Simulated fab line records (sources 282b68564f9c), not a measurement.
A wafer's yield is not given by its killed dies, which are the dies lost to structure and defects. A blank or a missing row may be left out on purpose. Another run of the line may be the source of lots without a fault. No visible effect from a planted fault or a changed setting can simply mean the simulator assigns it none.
fab line records -- flow ritCmos
[record] lots = 14, wafers = 42, lastDay = 7
route steps=202 shown M1@196
lots untouched by any fault: they come from a run of this same line in which no faults occurred
startH: the number of hours between the record's first day and the start of the first shown wafer of the lot -- waitH: hours since the lot's step before -- " as in the row above -- L1.1+2: one row covering several wafers at once -- - value missing, or start not given -- * or withheld: withheld -- < > ~ a bound
route shown NAME@n: a module of which the file shows steps, and the number in the route of the first -- usual: the fault-free wafers' mean and standard deviation -- same: alike in all rows -- chamber/n: place in a boat -- sites: readings site by site -- _std_site: the standard deviation of these -- _edge_site: inner sites' mean taken away from outer sites' mean -- radiusMm: for every site, how far away it sits from the centre of the wafer -- mask NAME#n: copy n -- behind: the last tool/chamber to shape the wafer -- hold: why the lot went on hold/how many hours it stayed there/how the hold came to an end -- device: the n, p or np transistor that did not switch -- end of line: at the end of the route, the tests of the same wafers -- a step given without rows: its recipe and nothing more -- killed: dies that structure and defects cost at the first sort, which is not the same as the wafer's yield -- map: the dies of a wafer, with x for killed, . for not killed, _ for no die there
set.NAME: the run value of the setting; set.NAME@STEP: its run value at that earlier step -- model.NAME: the simulator's own value behind a step, which no gauge read
route steps across a sampled set of lots; one table per step, one row per wafer
services: from which hour (startH, from the record's first day; less than 0 if before it) a tool's chamber was out of use, for how many hours, and why
[[steps]]
[step RIT_M1_METAL_ETCH_12]
[recipe] stopOn = SiO2, chemistry = Cl2/BCl3, target = Al, timeS = 165, overEtchFrac = 0.5, pressureMtorr = 100, targetDepthA = 6000, rfW = 250, Cl2_flow_sccm = 60, bcl3FlowSccm = 50
[usual] chamberPressureMTorr = 100.01/0.092, drypumpMotorCurrentA = 5.7/0.48, oesProductAu = 0.783/0.011, throttleValvePct = 8.25/0.087
lot.wafer,tool,chamber,startH,waitH,chamberPressureMTorr,drypumpMotorCurrentA,oesProductAu,rfHoursCounterH,throttleValvePct
L214.2,rieMetal-04,0,60.86,0.2,100.13,5.4,0.757,2.3,8.52
L214.5,rieMetal-04,1,60.86,0.2,100.04,5.9,0.801,-,8.28
L214.6,rieMetal-04,0,60.86,0.2,99.87,5.4,0.745,-,8.52
L215.1,rieMetal-03,0,64.65,0.2,99.98,5.8,0.782,0.6,8.10
L215.2,rieMetal-03,1,64.65,0.2,99.97,6.3,0.785,0.6,8.25
L215.6,rieMetal-03,0,64.65,0.2,99.89,5.8,0.781,-,8.10
L216.2,rieMetal-01,0,69.98,0.2,100.00,5.5,0.781,4.3,8.29
L216.4,rieMetal-01,1,69.98,0.2,100.10,4.9,0.795,-,8.17
L216.5,rieMetal-01,0,69.98,0.2,99.90,5.5,0.777,-,8.27
L217.2,rieMetal-04,1,73.67,0.2,99.96,5.9,0.786,2.5,8.28
L217.4,rieMetal-04,0,73.67,0.2,99.90,5.4,0.759,-,8.52
L217.6,rieMetal-04,1,73.67,0.2,99.90,5.9,0.790,-,8.29
L222.1,rieMetal-01,1,100.92,0.2,100.07,4.9,0.793,4.3,8.18
L222.3,rieMetal-01,0,100.92,0.2,100.22,5.5,0.771,-,8.26
L222.6,rieMetal-01,0,100.92,0.2,99.96,5.5,0.780,-,8.25
L223.1,rieMetal-04,1,107.68,0.2,100.13,5.9,0.774,2.9,8.28
L223.2,rieMetal-04,1,107.68,0.2,100.04,5.9,0.789,-,8.30
L223.3,rieMetal-04,1,107.68,0.2,100.10,5.9,0.785,-,8.29
L224.3,rieMetal-03,1,110.14,0.2,100.13,6.4,0.799,-,8.24
L224.4,rieMetal-03,1,110.14,0.2,99.95,6.4,0.791,-,8.25
L224.5,rieMetal-03,1,110.14,0.2,100.05,6.3,0.798,-,8.23
L225.2,rieMetal-01,0,114.33,0.2,100.02,5.5,0.784,4.9,8.25
L225.3,rieMetal-01,1,114.33,0.2,99.97,4.9,0.788,-,8.19
L225.6,rieMetal-01,0,114.33,0.2,100.00,5.4,0.778,-,8.27
L226.1,rieMetal-04,1,119.41,0.2,100.02,5.9,0.773,3.2,8.27
L226.5,rieMetal-04,1,119.41,0.2,100.01,5.9,0.770,-,8.27
L226.6,rieMetal-04,1,119.41,0.2,100.09,5.9,0.780,-,8.29
L227.2,rieMetal-03,1,122.26,0.2,99.94,6.3,0.789,-,8.26
L227.3,rieMetal-03,1,122.26,0.2,100.15,6.3,0.788,-,8.24
L227.4,rieMetal-03,1,122.26,0.2,100.01,6.3,0.793,-,8.24
L231.2,rieMetal-01,0,142.79,0.2,119.94,5.5,0.767,5.2,8.25
L231.3,rieMetal-01,0,142.79,0.2,119.99,5.5,0.764,-,8.24
L231.4,rieMetal-01,1,142.79,0.2,119.86,4.9,0.787,-,8.18
L233.2,rieMetal-03,1,151.48,0.2,99.95,6.3,0.796,2.2,8.26
L233.4,rieMetal-03,1,151.48,0.2,99.98,6.3,0.790,-,8.24
L233.6,rieMetal-03,0,151.48,0.2,100.02,5.8,0.784,-,8.11
L234.1,rieMetal-01,1,156.30,0.2,120.14,4.9,0.784,5.0,8.19
L234.2,rieMetal-01,0,156.30,0.2,119.95,5.4,0.783,5.4,8.24
L234.5,rieMetal-01,1,156.30,0.2,120.12,4.9,0.785,-,8.19
L236.2,rieMetal-03,1,169.55,0.2,100.05,6.4,0.791,2.3,8.25
L236.4,rieMetal-03,1,169.55,0.2,99.83,6.3,0.787,-,8.25
L236.6,rieMetal-03,0,169.55,0.2,99.99,5.8,0.774,-,8.11
[step RIT_M1_PROBE_99]
[usual] defectLimitedYield = 97.3/1, killedAtContacts = 0.0/0.16, killedAtFrontEnd = 7.1/2.7, killedDies = 7.2/2.7, killedOpen = 3.5/1.9, killedShort = 3.6/1.9, sort_bin_3_pad_short = 0.1/0.21, sort_bin_5_function = 1.6/0.73, sort_bin_6_memory = 1.0/0.64, sortNPass = 256.8/2.7, sortYieldPct = 97.3/1
[same] grossDies = 264, killed_at_M0_to_M3 = 0, killed_at_M4_up = 0, killedAtBackSide = 0, killedAtOther = 0
lot.wafer,tool,chamber,startH,waitH,defectLimitedYield[%],killedAtContacts,killedAtFrontEnd,killedDies,killedOpen,killedShort,sort_bin_3_pad_short[%],sort_bin_5_function[%],sort_bin_6_memory[%],sortNPass,sortYieldPct[%]
L214.2,prober-02,-,63.39,0.1,97.0,0,8,8,4,4,0,1.9,1.1,256.0,97.0
L214.5,prober-02,-,63.54,0.2,96.6,0,9,9,4,5,0,2.3,1.1,255.0,96.6
L214.6,prober-02,-,63.59,0.2,97.3,0,7,7,4,3,0,1.5,1.1,257.0,97.3
L215.1,prober-01,-,66.90,0.1,97.0,0,8,8,3,5,0.4,0.8,1.9,256.0,97.0
L215.2,prober-01,-,66.95,0.1,95.5,0,12,12,4,8,0.4,2.3,1.9,252.0,95.5
L215.6,prober-01,-,67.15,0.2,98.1,0,5,5,2,3,0,1.1,0.8,259.0,98.1
L216.2,prober-02,-,72.28,0.1,97.7,0,6,6,3,3,0,1.1,1.1,258.0,97.7
L216.4,prober-02,-,72.38,0.2,97.3,1,6,7,4,3,0,1.5,1.1,257.0,97.3
L216.5,prober-02,-,72.43,0.2,97.3,0,7,7,6,1,0,2.3,0.4,257.0,97.3
L217.2,prober-01,-,75.97,0.1,95.1,0,13,13,7,6,0,3.0,1.9,251.0,95.1
L217.4,prober-01,-,76.07,0.2,97.3,0,7,7,6,1,0,0.8,1.9,257.0,97.3
L217.6,prober-01,-,76.17,0.2,96.2,0,10,10,7,3,0,2.3,1.5,254.0,96.2
L222.1,prober-02,-,103.22,0.1,97.7,0,6,6,4,2,0,0.8,1.5,258.0,97.7
L222.3,prober-02,-,103.32,0.2,97.0,0,8,8,5,3,0,1.5,1.5,256.0,97.0
L222.6,prober-02,-,103.47,0.2,99.6,0,1,1,0,1,0,0.4,0,263.0,99.6
L223.1,prober-01,-,110.09,0.1,97.3,0,7,7,2,5,0.8,0.8,1.1,257.0,97.3
L223.2,prober-01,-,110.14,0.1,96.6,0,9,9,5,4,0,2.7,0.8,255.0,96.6
L223.3,prober-01,-,110.19,0.2,97.3,0,7,7,2,5,0,1.9,0.8,257.0,97.3
L224.3,prober-02,-,112.55,0.2,97.7,0,6,6,4,2,0,1.5,0.8,258.0,97.7
L224.4,prober-02,-,112.60,0.2,98.5,0,4,4,2,2,0,1.1,0.4,260.0,98.5
L224.5,prober-02,-,112.65,0.2,99.2,0,2,2,1,1,0,0.4,0.4,262.0,99.2
L225.2,prober-01,-,116.65,0.1,97.7,0,6,6,2,4,0,1.5,0.8,258.0,97.7
L225.3,prober-01,-,116.70,0.2,95.1,0,13,13,5,8,0.4,3.0,1.5,251.0,95.1
L225.6,prober-01,-,116.85,0.2,97.3,0,7,7,6,1,0,1.1,1.5,257.0,97.3
L226.1,prober-02,-,121.84,0.1,97.7,0,6,6,2,4,0,1.1,1.1,258.0,97.7
L226.5,prober-02,-,122.04,0.2,98.5,0,4,4,2,2,0,1.1,0.4,260.0,98.5
L226.6,prober-02,-,122.09,0.2,97.0,0,8,8,5,3,0,1.5,1.5,256.0,97.0
L227.2,prober-01,-,124.67,0.1,98.9,0,3,3,2,1,0,0.8,0.4,261.0,98.9
L227.3,prober-01,-,124.72,0.2,97.3,0,7,7,3,4,0.4,1.9,0.4,257.0,97.3
L227.4,prober-01,-,124.77,0.2,97.0,0,8,8,6,2,0.4,2.7,0,256.0,97.0
L231.2,prober-01,-,145.11,0.1,97.0,0,8,8,4,4,0.4,0.8,1.9,256.0,97.0
L231.3,prober-01,-,145.16,0.2,97.0,0,8,8,3,5,0.4,1.9,0.8,256.0,97.0
L231.4,prober-01,-,145.21,0.2,98.1,0,5,5,1,4,0.4,1.1,0.4,259.0,98.1
L233.2,prober-01,-,153.80,0.1,96.6,0,9,9,3,6,0,3.0,0.4,255.0,96.6
L233.4,prober-01,-,153.90,0.2,97.7,0,6,6,3,2,0.4,1.9,0,258.0,97.7
L233.6,prober-01,-,154.00,0.2,96.2,0,10,10,6,4,0.4,1.5,1.9,254.0,96.2
L234.1,prober-02,-,158.55,0.1,96.2,0,10,10,7,3,0,3.4,0.4,254.0,96.2
L234.2,prober-02,-,158.60,0.1,96.6,0,9,9,6,3,0,1.9,1.5,255.0,96.6
L234.5,prober-02,-,158.75,0.2,95.1,0,13,13,8,5,0.4,3.0,1.5,251.0,95.1
L236.2,prober-02,-,171.87,0.1,98.5,0,4,4,3,1,0,1.1,0.4,260.0,98.5
L236.4,prober-02,-,171.97,0.2,98.5,0,4,4,2,2,0,1.5,0,260.0,98.5
L236.6,prober-02,-,172.07,0.2,97.7,0,6,6,3,3,0,1.5,0.8,258.0,97.7
// killed by level:class
L214.2 GATE:geometricParticle:short=2 SPACER:geometricParticle:open=2 SILICIDE:geometricParticle:open=2 FOX2:geometricParticle:short=1 SPACER:geometricParticle:short=1
L214.5 GATE:geometricParticle:short=2 REOX:geometricParticle:open=2 FOX2:geometricParticle:short=1 GATE:geometricParticle:open=1 SPACER:geometricParticle:open=1 SPACER:geometricParticle:short=1 SILICIDE:geometricParticle:short=1
L214.6 GATE:geometricParticle:open=2 SPACER:geometricParticle:short=2 ACTIVE:geometricParticle:short=1 FOX2:geometricParticle:open=1 SILICIDE:geometricParticle:open=1
L215.1 SILICIDE:geometricParticle:short=2 FOX2:geometricParticle:short=1 GATE:geometricParticle:open=1 REOX:geometricParticle:short=1 SPACER:geometricParticle:short=1 SPACER:geometricParticle:open=1 SILICIDE:geometricParticle:open=1
L215.2 SPACER:geometricParticle:short=4 REOX:geometricParticle:short=2 FOX1:geometricParticle:short=1 FOX1:geometricParticle:open=1 GATE:geometricParticle:short=1 GATE:geometricParticle:open=1 REOX:geometricParticle:open=1 SILICIDE:geometricParticle:open=1
L215.6 FOX2:geometricParticle:open=1 GATE:geometricParticle:short=1 GATE:geometricParticle:open=1 SPACER:geometricParticle:short=1 SILICIDE:geometricParticle:short=1
L216.2 GATE:geometricParticle:open=3 GATE:geometricParticle:short=3
L216.4 FOX1:geometricParticle:short=2 GATE:geometricParticle:open=2 FOX1:geometricParticle:open=1 SPACER:geometricParticle:open=1 CONTACT:geometricParticle:short=1
L216.5 REOX:geometricParticle:open=3 FOX1:geometricParticle:open=1 GATE:geometricParticle:open=1 GATE:geometricParticle:short=1 SILICIDE:geometricParticle:open=1
L217.2 SPACER:geometricParticle:open=3 FOX1:geometricParticle:short=2 GATE:geometricParticle:short=2 REOX:geometricParticle:open=2 FOX2:geometricParticle:open=1 GATE:geometricParticle:open=1 SPACER:geometricParticle:short=1 SILICIDE:geometricParticle:short=1
L217.4 REOX:geometricParticle:open=3 GATE:geometricParticle:open=2 REOX:geometricParticle:short=1 SPACER:geometricParticle:open=1
L217.6 GATE:geometricParticle:open=2 SPACER:geometricParticle:open=2 FOX1:geometricParticle:open=1 FOX2:geometricParticle:short=1 FOX2:geometricParticle:open=1 REOX:geometricParticle:open=1 SPACER:geometricParticle:short=1 SILICIDE:geometricParticle:short=1
L222.1 FOX1:geometricParticle:open=2 FOX1:geometricParticle:short=1 GATE:geometricParticle:short=1 REOX:geometricParticle:open=1 SILICIDE:geometricParticle:open=1
L222.3 SILICIDE:geometricParticle:open=3 FOX2:geometricParticle:short=2 GATE:geometricParticle:open=1 SPACER:geometricParticle:open=1 SPACER:geometricParticle:short=1
L222.6 GATE:geometricParticle:short=1
L223.1 SILICIDE:geometricParticle:short=3 GATE:geometricParticle:short=2 GATE:geometricParticle:open=1 REOX:geometricParticle:open=1
L223.2 GATE:geometricParticle:short=2 GATE:geometricParticle:open=2 REOX:geometricParticle:open=2 SPACER:geometricParticle:short=2 FOX2:geometricParticle:open=1
L223.3 GATE:geometricParticle:short=2 GATE:geometricParticle:open=2 REOX:geometricParticle:short=1 SPACER:geometricParticle:short=1 SILICIDE:geometricParticle:short=1
L224.3 GATE:geometricParticle:open=2 FOX1:geometricParticle:open=1 GATE:geometricParticle:short=1 SILICIDE:geometricParticle:short=1 SILICIDE:geometricParticle:open=1
L224.4 GATE:geometricParticle:short=2 FOX1:geometricParticle:open=1 GATE:geometricParticle:open=1
L224.5 GATE:geometricParticle:open=1 GATE:geometricParticle:short=1
L225.2 FOX1:geometricParticle:short=2 SPACER:geometricParticle:short=2 FOX1:geometricParticle:open=1 SPACER:geometricParticle:open=1
L225.3 SPACER:geometricParticle:short=4 GATE:geometricParticle:short=2 GATE:geometricParticle:open=2 FOX1:geometricParticle:open=1 FOX1:geometricParticle:short=1 FOX2:geometricParticle:short=1 SPACER:geometricParticle:open=1 SILICIDE:geometricParticle:open=1
L225.6 REOX:geometricParticle:open=3 FOX1:geometricParticle:open=1 FOX1:geometricParticle:short=1 SPACER:geometricParticle:open=1 SILICIDE:geometricParticle:open=1
L226.1 GATE:geometricParticle:short=2 REOX:geometricParticle:short=2 FOX1:geometricParticle:open=1 REOX:geometricParticle:open=1
L226.5 FOX1:geometricParticle:open=2 FOX1:geometricParticle:short=1 GATE:geometricParticle:short=1
L226.6 GATE:geometricParticle:open=3 FOX1:geometricParticle:short=2 SILICIDE:geometricParticle:open=2 GATE:geometricParticle:short=1
L227.2 FOX1:geometricParticle:short=1 REOX:geometricParticle:open=1 SPACER:geometricParticle:open=1
L227.3 FOX2:geometricParticle:short=2 FOX1:geometricParticle:open=1 FOX1:geometricParticle:short=1 FOX2:geometricParticle:open=1 GATE:geometricParticle:short=1 REOX:geometricParticle:open=1
L227.4 SPACER:geometricParticle:open=4 FOX1:geometricParticle:short=1 FOX1:geometricParticle:open=1 FOX2:geometricParticle:short=1 GATE:geometricParticle:open=1
L231.2 FOX2:geometricParticle:short=2 SPACER:geometricParticle:open=2 FOX1:geometricParticle:short=1 GATE:geometricParticle:open=1 SPACER:geometricParticle:short=1 SILICIDE:geometricParticle:open=1
L231.3 REOX:geometricParticle:short=2 GATE:geometricParticle:short=1 GATE:geometricParticle:open=1 REOX:geometricParticle:open=1 SPACER:geometricParticle:short=1 SILICIDE:geometricParticle:open=1 SILICIDE:geometricParticle:short=1
L231.4 GATE:geometricParticle:short=3 SILICIDE:geometricParticle:short=1 SILICIDE:geometricParticle:open=1
L233.2 FOX2:geometricParticle:short=3 GATE:geometricParticle:short=3 FOX1:geometricParticle:open=2 GATE:geometricParticle:open=1
L233.4 FOX1:geometricParticle:open=2 FOX1:geometricParticle:short=1 GATE:geometricParticle:short=1 GATE:geometricParticle:open=1 NWELL:coatMicrobubblePrinted=1
L233.6 GATE:geometricParticle:open=4 FOX1:geometricParticle:open=2 GATE:geometricParticle:short=2 FOX1:geometricParticle:short=1 SILICIDE:geometricParticle:short=1
L234.1 GATE:geometricParticle:open=5 GATE:geometricParticle:short=2 REOX:geometricParticle:short=1 REOX:geometricParticle:open=1 SILICIDE:geometricParticle:open=1
L234.2 GATE:geometricParticle:open=4 GATE:geometricParticle:short=2 REOX:geometricParticle:open=2 REOX:geometricParticle:short=1
L234.5 GATE:geometricParticle:open=4 FOX1:geometricParticle:open=2 GATE:geometricParticle:short=2 FOX1:geometricParticle:short=1 FOX2:geometricParticle:open=1 REOX:geometricParticle:short=1 SPACER:geometricParticle:short=1 SILICIDE:geometricParticle:open=1
L236.2 GATE:geometricParticle:open=1 GATE:geometricParticle:short=1 REOX:geometricParticle:open=1 SPACER:geometricParticle:open=1
L236.4 REOX:geometricParticle:short=2 FOX1:geometricParticle:open=1 GATE:geometricParticle:open=1
L236.6 GATE:geometricParticle:open=2 FOX1:geometricParticle:short=1 GATE:geometricParticle:short=1 REOX:geometricParticle:open=1 REOX:geometricParticle:short=1
[[services]]
tool,chamber,startH,hours,kind
rieMetal-04,-,80.68,1.9,repair
rieMetal-03,0,93.84,10.0,repair
rieMetal-03,0,108.50,14.3,repair
[[key]]
[firstSign] step = RIT_M1_METAL_ETCH_12, reading = chamberPressureMTorr, direction = up, sigmas = 99+, usual = 100.01, struck = 120.00
effect none on later readings
metAt RIT_M1_METAL_ETCH_12
struckLots L231,L234
onsetBetween 114.33 142.79
[fault] kind = processParameterDrift, tool = rieMetal-01, chamber = -, onsetH = 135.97, steps = RIT_M1_METAL_ETCH_12, channel = pressureMtorr, offset = 20, shape = step, endH = 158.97, stated = 100
